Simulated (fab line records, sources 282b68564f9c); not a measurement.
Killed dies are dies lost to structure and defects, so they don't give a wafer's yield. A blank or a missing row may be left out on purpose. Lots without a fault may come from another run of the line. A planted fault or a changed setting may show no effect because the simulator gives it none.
Problem report in the 8D (eight disciplines) form, filled by code | flow rit_cmos | the parts of the form that need people (team, actions taken, sign-off) are left out

1. THE PROBLEM
developer_temp_C at RIT_M1_DEVELOP_08 reads a mean of 22.26 C on 6 wafers of 2 lots; wafers without a fault read 23.01 C with a standard deviation of 0.086. That is -8.7 standard deviations from the usual mean.
The step: develop time 68 s.
First seen on wafer L736.3, day 6 19:00, on litho_track-04. The record holds 42 wafers of 14 lots with a number at this step. Rule for "out", or "out of limits": more than 4 standard deviations from the usual mean. The other wafers with a number count as sound.

2. WHAT IT IS AND WHAT IT IS NOT
question                    | is                     | is not
which readings at this step | developer_temp_C       | -
which lots                  | L736, L737             | L722, L723, L724, L726, L727, L729, L730, L732, L733, L734, L738, L744
which wafers of those lots  | all that have a number | -
read on which tools         | litho_track-04         | litho_track-01, litho_track-02
when                        | from day 6 19:00       | up to then (30 sound wafers); but 6 sound wafers of L738, L744 came after

3. SUSPECTS, AND WHAT RULES EACH OUT
Counting: a tool at a process step up to the reading stays a suspect if it ran every lot that is out and no sound lot after the first of them.
- litho_track-04 at RIT_M1_DEVELOP_08 (develop time 68 s): kept. It ran every lot that is out, first L736 (day 6 19:00), and no sound lot after that; its last sound lot up to then is L734 (day 6 10:00). Its own readings are out on those wafers: developer_temp_C.
Left after counting: litho_track-04 at RIT_M1_DEVELOP_08.

4. THE CAUSE (what the simulator had put in)
Process parameter drift: litho_track-04, from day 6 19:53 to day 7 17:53, at RIT_M1_DEVELOP_08. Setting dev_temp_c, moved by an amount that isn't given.
Counting left only this tool.

5. THE CHAIN OF EFFECTS, in route order
Each row: a reading whose mean over the struck wafers that have a number lies more than 3 standard deviations from the usual. Only readings for which the record gives a usual standard deviation are gone through. hours: the time from each lot's start at the first step in this table that gives one to its start at this step, as a median over the lots. sigmas: the change in usual standard deviations.
hours | step              | reading          | usual   | on struck wafers | change | sigmas
0     | RIT_M1_DEVELOP_08 | developer_temp_C | 23.01 C | 22.26            | -0.75  | -8.7
The process steps in it:
- RIT_M1_DEVELOP_08: develop time 68 s.
Later measuring or inspecting steps at which every struck wafer that the step has a row for has a number for every such reading, and none has moved that far: RIT_M1_BOW_MEAS_16.

6. WHAT WOULD HAVE CAUGHT IT SOONER
In this record the first reading out of limits was taken at day 6 19:00.
